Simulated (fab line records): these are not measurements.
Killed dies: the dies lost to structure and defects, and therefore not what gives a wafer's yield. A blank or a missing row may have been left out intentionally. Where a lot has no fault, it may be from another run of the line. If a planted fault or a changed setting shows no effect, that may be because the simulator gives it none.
Lot-split experiment || flow berkeley cmos170 || 5 lots, 23 wafers read, on a route of 331 steps

## THE SPLIT ITSELF
At UCB170_NLDD_IMPLANT_08, the setting energy kev was moved away from the recipe's 30 on 6 of the 23 wafers read, by -2.9% to +4.5%. This setting was run at the recipe's value on the other wafers.

The split's own step is where the reading is taken.

## THE READING
The simulator's own value implant.drp nm, read by no gauge, in nm at UCB170_NLDD_IMPLANT_08. The file gives no usual value for it.

{"wafer": "L076.2", "tool, chamber at the split": "implanter-03, 0", "energy kev as run": 30, "against the recipe": "recipe", "implant.drp nm, nm": 9.611, "against lot-mates on the recipe": "-"}
{"wafer": "L076.4", "tool, chamber at the split": "implanter-03, 0", "energy kev as run": 30, "against the recipe": "recipe", "implant.drp nm, nm": 9.611, "against lot-mates on the recipe": "-"}
{"wafer": "L076.6", "tool, chamber at the split": "implanter-03, 0", "energy kev as run": 30, "against the recipe": "recipe", "implant.drp nm, nm": 9.611, "against lot-mates on the recipe": "-"}
{"wafer": "L076.3", "tool, chamber at the split": "implanter-03, 0", "energy kev as run": 31.34, "against the recipe": "+4.5%", "implant.drp nm, nm": 9.924, "against lot-mates on the recipe": "+0.313"}
{"wafer": "L076.5", "tool, chamber at the split": "implanter-03, 0", "energy kev as run": 31.34, "against the recipe": "+4.5%", "implant.drp nm, nm": 9.924, "against lot-mates on the recipe": "+0.313"}
{"wafer": "L075.1", "tool, chamber at the split": "implanter-01, 0", "energy kev as run": 30, "against the recipe": "recipe", "implant.drp nm, nm": 9.611, "against lot-mates on the recipe": "-"}
{"wafer": "L075.2", "tool, chamber at the split": "implanter-01, 0", "energy kev as run": 30, "against the recipe": "recipe", "implant.drp nm, nm": 9.611, "against lot-mates on the recipe": "-"}
{"wafer": "L075.3", "tool, chamber at the split": "implanter-01, 0", "energy kev as run": 30, "against the recipe": "recipe", "implant.drp nm, nm": 9.611, "against lot-mates on the recipe": "-"}
{"wafer": "L075.4", "tool, chamber at the split": "implanter-01, 0", "energy kev as run": 30.97, "against the recipe": "+3.2%", "implant.drp nm, nm": 9.837, "against lot-mates on the recipe": "+0.226"}
{"wafer": "L075.6", "tool, chamber at the split": "implanter-01, 0", "energy kev as run": 30.97, "against the recipe": "+3.2%", "implant.drp nm, nm": 9.837, "against lot-mates on the recipe": "+0.226"}
{"wafer": "L074.1", "tool, chamber at the split": "implanter-02, 0", "energy kev as run": 30, "against the recipe": "recipe", "implant.drp nm, nm": 9.611, "against lot-mates on the recipe": "-"}
{"wafer": "L074.3", "tool, chamber at the split": "implanter-02, 0", "energy kev as run": 30, "against the recipe": "recipe", "implant.drp nm, nm": 9.611, "against lot-mates on the recipe": "-"}
{"wafer": "L074.4", "tool, chamber at the split": "implanter-02, 0", "energy kev as run": 30, "against the recipe": "recipe", "implant.drp nm, nm": 9.611, "against lot-mates on the recipe": "-"}
{"wafer": "L074.2", "tool, chamber at the split": "implanter-02, 0", "energy kev as run": 29.12, "against the recipe": "-2.9%", "implant.drp nm, nm": 9.405, "against lot-mates on the recipe": -0.206}
{"wafer": "L074.5", "tool, chamber at the split": "implanter-02, 0", "energy kev as run": 29.12, "against the recipe": "-2.9%", "implant.drp nm, nm": 9.405, "against lot-mates on the recipe": -0.206}
{"wafer": "L083.1", "tool, chamber at the split": "implanter-01, 0", "energy kev as run": 30, "against the recipe": "recipe", "implant.drp nm, nm": 9.611, "against lot-mates on the recipe": "-"}
{"wafer": "L083.2", "tool, chamber at the split": "implanter-01, 0", "energy kev as run": 30, "against the recipe": "recipe", "implant.drp nm, nm": 9.611, "against lot-mates on the recipe": "-"}
{"wafer": "L083.3", "tool, chamber at the split": "implanter-01, 0", "energy kev as run": 30, "against the recipe": "recipe", "implant.drp nm, nm": 9.611, "against lot-mates on the recipe": "-"}
{"wafer": "L083.4", "tool, chamber at the split": "implanter-01, 0", "energy kev as run": 30, "against the recipe": "recipe", "implant.drp nm, nm": 9.611, "against lot-mates on the recipe": "-"}
{"wafer": "L083.6", "tool, chamber at the split": "implanter-01, 0", "energy kev as run": 30, "against the recipe": "recipe", "implant.drp nm, nm": 9.611, "against lot-mates on the recipe": "-"}
{"wafer": "L082.1", "tool, chamber at the split": "implanter-02, 0", "energy kev as run": 30, "against the recipe": "recipe", "implant.drp nm, nm": 9.611, "against lot-mates on the recipe": "-"}
{"wafer": "L082.3", "tool, chamber at the split": "implanter-02, 0", "energy kev as run": 30, "against the recipe": "recipe", "implant.drp nm, nm": 9.611, "against lot-mates on the recipe": "-"}
{"wafer": "L082.4", "tool, chamber at the split": "implanter-02, 0", "energy kev as run": 30, "against the recipe": "recipe", "implant.drp nm, nm": 9.611, "against lot-mates on the recipe": "-"}

FIT RESULTS
A straight line over all 23 wafers: implant.drp nm changes by +0.0701 nm for each +1% of energy kev; r = +1.00; the points scatter about the line by 0.0002 nm.
The same after taking each lot's own level away (the mean of its wafers on the recipe; 23 wafers): +0.0701 nm for each +1%; r = +1.00; scatter 0.0002 nm.
The reading moves by 0.31 nm for the largest change in energy kev, on that fit.
The lots' own levels span 9.6110 to 9.6110 nm.
So the lot-to-lot level changes the slope little: the two slopes agree.
Check: +0.313 nm against its lot-mates is what the line predicts for one of the wafers moved furthest among these (+4.5%) when that wafer is left out of the fit. Against them it came out at +0.313 nm.

## ADDITIONAL SPLITS CARRIED BY THESE WAFERS
Note: prior to the reading, these wafers also went through further splits. Each is held against what the fit with the lots' levels taken away leaves over:
{"other split on the same wafers": "UCB170_NWELL_CVD_04 sih2cl2 flow sccm", "wafers away from the commonest value": 18, "r with implant.drp nm (lot level and that fit taken away)": -0.38}
{"other split on the same wafers": "UCB170_NWELL_COAT_07 resist thk nm", "wafers away from the commonest value": 5, "r with implant.drp nm (lot level and that fit taken away)": -0.02}
{"other split on the same wafers": "UCB170_PWELL_IMPLANT_15 energy kev", "wafers away from the commonest value": 5, "r with implant.drp nm (lot level and that fit taken away)": -0.03}
{"other split on the same wafers": "UCB170_ACTIVE_COAT_08 resist thk nm", "wafers away from the commonest value": 8, "r with implant.drp nm (lot level and that fit taken away)": "+0.09"}
{"other split on the same wafers": "UCB170_ACTIVE_ETCH_15 over etch frac", "wafers away from the commonest value": 11, "r with implant.drp nm (lot level and that fit taken away)": -0.38}
{"other split on the same wafers": "UCB170_PFIELD_COAT_01 spin rpm", "wafers away from the commonest value": 5, "r with implant.drp nm (lot level and that fit taken away)": "+0.10"}
{"other split on the same wafers": "UCB170_PVT_IMPLANT_07 energy kev", "wafers away from the commonest value": 10, "r with implant.drp nm (lot level and that fit taken away)": -0.05}
{"other split on the same wafers": "UCB170_GATE_PEB_10 peb temp c", "wafers away from the commonest value": 9, "r with implant.drp nm (lot level and that fit taken away)": -0.13}
{"other split on the same wafers": "UCB170_GATE_ETCH_15 bias w", "wafers away from the commonest value": 6, "r with implant.drp nm (lot level and that fit taken away)": -0.17}
{"other split on the same wafers": "UCB170_PLDD_IMPLANT_09 energy kev", "wafers away from the commonest value": 8, "r with implant.drp nm (lot level and that fit taken away)": -0.28}

## THE WHOLE CHAIN: every reading that the file lists as answering this split, in the file's order
{"step": "UCB170_NLDD_IMPLANT_08", "what it does": "", "reading": "implant.rp nm (the simulator's own value, which no gauge read)", "change (the file's fit)": "+0.164 nm for each +1% of the setting", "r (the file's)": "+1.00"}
{"step": "UCB170_NLDD_IMPLANT_08", "what it does": "", "reading": "implant.drp nm (the simulator's own value, which no gauge read)", "change (the file's fit)": "+0.0702 nm for each +1% of the setting", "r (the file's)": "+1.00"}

## FILE'S OWN FIT
implant.drp nm changes by +0.0702 nm for each +1% of energy kev, r = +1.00.
